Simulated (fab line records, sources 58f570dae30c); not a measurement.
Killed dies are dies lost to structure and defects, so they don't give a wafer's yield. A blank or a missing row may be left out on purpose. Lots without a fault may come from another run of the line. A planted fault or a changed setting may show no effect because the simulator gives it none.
Split-lot experiment | flow berkeley_cmos170 | 5 lots, 23 wafers read, on a route of 331 steps

THE SPLIT
At UCB170_M2_PEB_13, the setting peb_temp_c was moved away from the recipe's 130 C on 4 of the 23 wafers read, by -2.5% to +1.5%. The other wafers ran this setting at the recipe's value.

FROM THE SPLIT TO THE READING: what the file shows between them, 5 steps
- UCB170_M2_DEVELOP_14: develop time 45 s
- UCB170_M2_CD_MEAS_15: target cd 700 nm
- UCB170_M2_ETCH_17: etches BARC in N2/H2
- UCB170_M2_METAL_ETCH_18: etches Al in Cl2/BCl3, stops on SiO2, target depth 1170 nm, time 195 s
- UCB170_M2_STRIP_19: strips in O2

THE READING
cd_nm, in nm, at UCB170_M2_CD_MEAS_90 (target cd 700 nm). Fault-free wafers of this fab line usually give 700 nm, standard deviation 3.2 nm.

wafer  | tool, chamber at the split | peb_temp_c as run, C | against the recipe | cd_nm, nm | against lot-mates on the recipe
L077.2 | litho_track-03, 0          | 130                  | recipe             | 698       | -
L077.3 | litho_track-03, 0          | 130                  | recipe             | 696       | -
L077.5 | litho_track-03, 0          | 130                  | recipe             | 699       | -
L081.1 | litho_track-04, 0          | 130                  | recipe             | 700       | -
L081.2 | litho_track-04, 0          | 130                  | recipe             | 707       | -
L081.4 | litho_track-04, 0          | 130                  | recipe             | 704       | -
L081.5 | litho_track-04, 0          | 132                  | +1.5%              | 688       | -16
L081.6 | litho_track-04, 0          | 132                  | +1.5%              | 693       | -11
L083.1 | litho_track-03, 0          | 130                  | recipe             | 699       | -
L083.2 | litho_track-03, 0          | 130                  | recipe             | 704       | -
L083.3 | litho_track-03, 0          | 130                  | recipe             | 704       | -
L083.4 | litho_track-03, 0          | 130                  | recipe             | 698       | -
L083.5 | litho_track-03, 0          | 130                  | recipe             | 702       | -
L084.1 | litho_track-04, 0          | 130                  | recipe             | 699       | -
L084.3 | litho_track-04, 0          | 130                  | recipe             | 700       | -
L084.4 | litho_track-04, 0          | 130                  | recipe             | 705       | -
L084.5 | litho_track-04, 0          | 130                  | recipe             | 701       | -
L084.6 | litho_track-04, 0          | 130                  | recipe             | 708       | -
L082.1 | litho_track-01, 0          | 130                  | recipe             | 700       | -
L082.2 | litho_track-01, 0          | 126.7                | -2.5%              | 725       | +23
L082.3 | litho_track-01, 0          | 130                  | recipe             | 704       | -
L082.4 | litho_track-01, 0          | 126.7                | -2.5%              | 725       | +23
L082.5 | litho_track-01, 0          | 130                  | recipe             | 701       | -

THE FIT
A straight line over all 23 wafers: cd_nm changes by -8.65 nm for each +1% of peb_temp_c; r = -0.93; the points scatter about the line by 3.2 nm.
The same after taking each lot's own level away (the mean of its wafers on the recipe; 23 wafers): -9.01 nm for each +1%; r = -0.95; scatter 2.6 nm.
On that fit, the largest move of peb_temp_c shifts the reading by 23 nm.
The lots' own levels span 697.7 to 703.7 nm, that is 1.9 times the standard deviation above.
So the lot-to-lot level changes the slope little: the two slopes agree.
Check: with one of the wafers moved furthest among these (-2.5%) left out of the fit, the line predicts +22.7 nm for it against its lot-mates. It came out at +23.3 nm against them.

THE WHOLE CHAIN: every reading that the file lists as answering this split, in the file's order
step                    | what it does                                                           | reading                                                   | change (the file's fit)              | r (the file's)
UCB170_M2_CD_MEAS_15    | target cd 700 nm                                                       | cd_nm                                                     | -9.41 nm for each +1% of the setting | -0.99
UCB170_M2_ETCH_17       | etches BARC in N2/H2                                                   | M2.cd_nm (the simulator's own value, which no gauge read) | -9.27 nm for each +1% of the setting | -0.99
UCB170_M2_METAL_ETCH_18 | etches Al in Cl2/BCl3, stops on SiO2, target depth 1170 nm, time 195 s | M2.cd_nm (the simulator's own value, which no gauge read) | -9.19 nm for each +1% of the setting | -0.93
UCB170_M2_CD_MEAS_90    | target cd 700 nm                                                       | cd_nm                                                     | -9.09 nm for each +1% of the setting | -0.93

THE FILE'S OWN FIT
cd_nm changes by -9.09 nm for each +1% of peb_temp_c, r = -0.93.
